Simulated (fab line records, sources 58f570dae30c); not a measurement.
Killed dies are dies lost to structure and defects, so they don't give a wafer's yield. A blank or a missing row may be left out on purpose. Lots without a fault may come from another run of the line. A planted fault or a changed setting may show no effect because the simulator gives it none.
Split-lot experiment | flow berkeley_cmos170 | 5 lots, 23 wafers read, on a route of 331 steps

THE SPLIT
At UCB170_PLDD_EXPOSE_03 (exposes mask PSELECT, target cd 1200 nm), the setting dose_mj was moved away from the recipe's 30 on 11 of the 23 wafers read, by -4.5% to +3.5%. The other wafers ran this setting at the recipe's value.

FROM THE SPLIT TO THE READING: what the file shows between them, 1 step
- UCB170_PLDD_DEVELOP_05: develop time 45 s (also split here: dev_temp_c)

THE READING
cd_nm, in nm, at UCB170_PLDD_CD_MEAS_06 (target cd 1200 nm). Fault-free wafers of this fab line usually give 1200.3 nm, standard deviation 1.3 nm.

wafer  | tool, chamber at the split | dose_mj as run | against the recipe | cd_nm, nm | against lot-mates on the recipe
L074.1 | krf_scanner-01, 0          | 30.97          | +3.2%              | 1207.0    | +8.1
L074.3 | krf_scanner-01, 0          | 30.97          | +3.2%              | 1206.5    | +7.6
L074.4 | krf_scanner-01, 0          | 30             | recipe             | 1198.3    | -
L074.5 | krf_scanner-01, 0          | 30             | recipe             | 1199.6    | -
L074.6 | krf_scanner-01, 0          | 30.97          | +3.2%              | 1206.2    | +7.3
L077.1 | krf_scanner-02, 0          | 28.66          | -4.5%              | 1192.7    | -8.0
L077.2 | krf_scanner-02, 0          | 30             | recipe             | 1199.8    | -
L077.3 | krf_scanner-02, 0          | 28.66          | -4.5%              | 1192.4    | -8.3
L077.4 | krf_scanner-02, 0          | 28.66          | -4.5%              | 1192.2    | -8.5
L077.6 | krf_scanner-02, 0          | 30             | recipe             | 1201.6    | -
L080.1 | krf_scanner-01, 0          | 29.14          | -2.9%              | 1191.7    | -5.9
L080.3 | krf_scanner-01, 0          | 30             | recipe             | 1198.2    | -
L080.4 | krf_scanner-01, 0          | 29.14          | -2.9%              | 1192.8    | -4.8
L080.5 | krf_scanner-01, 0          | 30             | recipe             | 1196.9    | -
L080.6 | krf_scanner-01, 0          | 29.14          | -2.9%              | 1191.5    | -6.1
L085.2 | krf_scanner-02, 0          | 30             | recipe             | 1200.3    | -
L085.3 | krf_scanner-02, 0          | 30             | recipe             | 1200.9    | -
L085.5 | krf_scanner-02, 0          | 30             | recipe             | 1200.6    | -
L083.1 | krf_scanner-01, 0          | 31.04          | +3.5%              | 1205.3    | +5.0
L083.3 | krf_scanner-01, 0          | 30             | recipe             | 1200.4    | -
L083.4 | krf_scanner-01, 0          | 30             | recipe             | 1201.3    | -
L083.5 | krf_scanner-01, 0          | 31.04          | +3.5%              | 1208.3    | +8.0
L083.6 | krf_scanner-01, 0          | 30             | recipe             | 1199.2    | -

THE FIT
A straight line over all 23 wafers: cd_nm changes by +2 nm for each +1% of dose_mj; r = +0.96; the points scatter about the line by 1.5 nm.
The same after taking each lot's own level away (the mean of its wafers on the recipe; 23 wafers): +1.99 nm for each +1%; r = +0.99; scatter 0.88 nm.
On that fit, the largest move of dose_mj shifts the reading by 8.9 nm.
The lots' own levels span 1197.55 to 1200.70 nm, that is 2.4 times the standard deviation above.
So the lot-to-lot level changes the slope little: the two slopes agree.
Check: with one of the wafers moved furthest among these (-4.5%) left out of the fit, the line predicts -8.82 nm for it against its lot-mates. It came out at -8 nm against them.

OTHER SPLITS ON THESE WAFERS
These wafers also went through other splits before the reading. Each is held against what the fit with the lots' levels taken away leaves over:
other split on the same wafers       | wafers away from the commonest value | r with cd_nm (lot level and that fit taken away)
UCB170_NWELL_IMPLANT_14 energy_kev   | 5                                    | -0.42
UCB170_ACTIVE_OXIDATION_02 ox_time_s | 18                                   | +0.33
UCB170_PFIELD_IMPLANT_07 dose_cm2    | 10                                   | -0.26
UCB170_PLDD_DEVELOP_05 dev_temp_c    | 11                                   | -0.38

THE FILE'S OWN FIT
cd_nm changes by +1.97 nm for each +1% of dose_mj, r = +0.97.
